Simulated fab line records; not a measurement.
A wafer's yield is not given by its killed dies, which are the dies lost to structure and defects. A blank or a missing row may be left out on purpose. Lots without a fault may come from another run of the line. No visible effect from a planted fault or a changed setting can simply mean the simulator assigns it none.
Split-lot trial | flow rit_cmos | route with 202 steps; 5 lots, 23 wafers read

== SPLIT DETAILS ==
At RIT_PLDD_IMPLANT_08, the setting energy_kev was moved away from the recipe's 20 on 7 of the 23 wafers read, by -3.0% to -1.6%. This setting was run at the recipe's value on the other wafers.

== FROM THE SPLIT TO THE READING: what the file shows between them, 8 steps ==
- RIT_PLDD_STRIP_09: strips in O2, time 180 s
- RIT_SPACER_CVD_03: deposits Si3N4 from SiH2Cl2/NH3, target thk 250 nm, time 3300 s
- RIT_SPACER_ETCHBACK_05: etches Si3N4 in SF6/CHF3, stops on SiO2, target depth 250 nm, time 240 s
- RIT_NSD_IMPLANT_08 (also split here: dose_cm2)
- RIT_PSD_DEVELOP_05: develop time 50 s (also split here: develop_time_s)
- RIT_PSD_HARDBAKE_07: time 60 s
- RIT_SDANNEAL_RTA_03: time 5 s
- RIT_SDANNEAL_RS_MEAS_05: measures by four-point-probe

== THE READING ==
At RIT_SDANNEAL_RS_MEAS_06, a four-point-probe measurement gives PLDD_RS in ohm/sq. Typical for fault-free wafers on this fab line: 178.3 ohm/sq, with standard deviation 0.43 ohm/sq.

wafer  | tool, chamber at the split | energy_kev as run | against the recipe | PLDD_RS, ohm/sq | against lot-mates on the recipe
L075.2 | implanter-01, 0            | 20                | recipe             | 178.9           | -
L075.5 | implanter-01, 0            | 20                | recipe             | 179.0           | -
L075.6 | implanter-01, 0            | 20                | recipe             | 177.8           | -
L076.1 | implanter-01, 0            | 20                | recipe             | 178.7           | -
L076.2 | implanter-01, 0            | 20                | recipe             | 178.7           | -
L076.3 | implanter-01, 0            | 20                | recipe             | 177.9           | -
L076.5 | implanter-01, 0            | 20                | recipe             | 178.5           | -
L076.6 | implanter-01, 0            | 20                | recipe             | 178.6           | -
L080.2 | implanter-02, 0            | 20                | recipe             | 178.2           | -
L080.3 | implanter-02, 0            | 19.67             | -1.6%              | 178.5           | +0.1
L080.4 | implanter-02, 0            | 20                | recipe             | 178.8           | -
L080.5 | implanter-02, 0            | 20                | recipe             | 178.3           | -
L080.6 | implanter-02, 0            | 19.67             | -1.6%              | 179.1           | +0.7
L082.1 | implanter-02, 0            | 19.45             | -2.8%              | 180.8           | +2.2
L082.2 | implanter-02, 0            | 19.45             | -2.8%              | 180.2           | +1.6
L082.3 | implanter-02, 0            | 19.45             | -2.8%              | 180.0           | +1.4
L082.4 | implanter-02, 0            | 20                | recipe             | 178.8           | -
L082.5 | implanter-02, 0            | 20                | recipe             | 178.4           | -
L083.1 | implanter-01, 0            | 19.39             | -3.0%              | 180.9           | +2.2
L083.2 | implanter-01, 0            | 20                | recipe             | 178.9           | -
L083.3 | implanter-01, 0            | 20                | recipe             | 178.7           | -
L083.4 | implanter-01, 0            | 19.39             | -3.0%              | 180.6           | +1.9
L083.5 | implanter-01, 0            | 20                | recipe             | 178.5           | -

FIT RESULTS
A straight line over all 23 wafers: PLDD_RS changes by -0.638 ohm/sq for each +1% of energy_kev; r = -0.88; the points scatter about the line by 0.42 ohm/sq.
The same after taking each lot's own level away (the mean of its wafers on the recipe; 23 wafers): -0.612 ohm/sq for each +1%; r = -0.89; scatter 0.39 ohm/sq.
According to that fit, moving energy_kev by its largest amount changes the reading by 1.9 ohm/sq.
Across the lots, their own levels run from 178.43 to 178.70 ohm/sq, a range of 0.6 times the standard deviation given above.
Consequently the slope shifts little with the lot-to-lot level, the two slopes agreeing.
Check: for one of the wafers moved furthest among these (-3.0%), held out of the fit, the line's prediction against its lot-mates is +1.74 ohm/sq. It came out at +2.2 ohm/sq against them.

== ADDITIONAL SPLITS CARRIED BY THESE WAFERS ==
These wafers also went through other splits before the reading. Each is held against what the fit with the lots' levels taken away leaves over:
other split on the same wafers    | wafers away from the commonest value | r with PLDD_RS (lot level and that fit taken away)
RIT_NLDD_IMPLANT_08 dose_cm2      | 4                                    | +0.17
RIT_NSD_IMPLANT_08 dose_cm2       | 7                                    | +0.02
RIT_PSD_DEVELOP_05 develop_time_s | 6                                    | -0.42

== THE WHOLE CHAIN: every reading that the file lists as answering this split, in the file's order ==
step                    | what it does                 | reading                                                         | change (the file's fit)                | r (the file's)
RIT_PLDD_IMPLANT_08     |                              | implant.drp_nm (the simulator's own value, which no gauge read) | +0.0688 nm for each +1% of the setting | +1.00
RIT_SDANNEAL_RS_MEAS_06 | measures by four-point-probe | PLDD_RS                                                         | -0.596 for each +1% of the setting     | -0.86

== THE FILE'S OWN FIT ==
PLDD_RS changes by -0.596 ohm/sq for each +1% of energy_kev, r = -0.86.
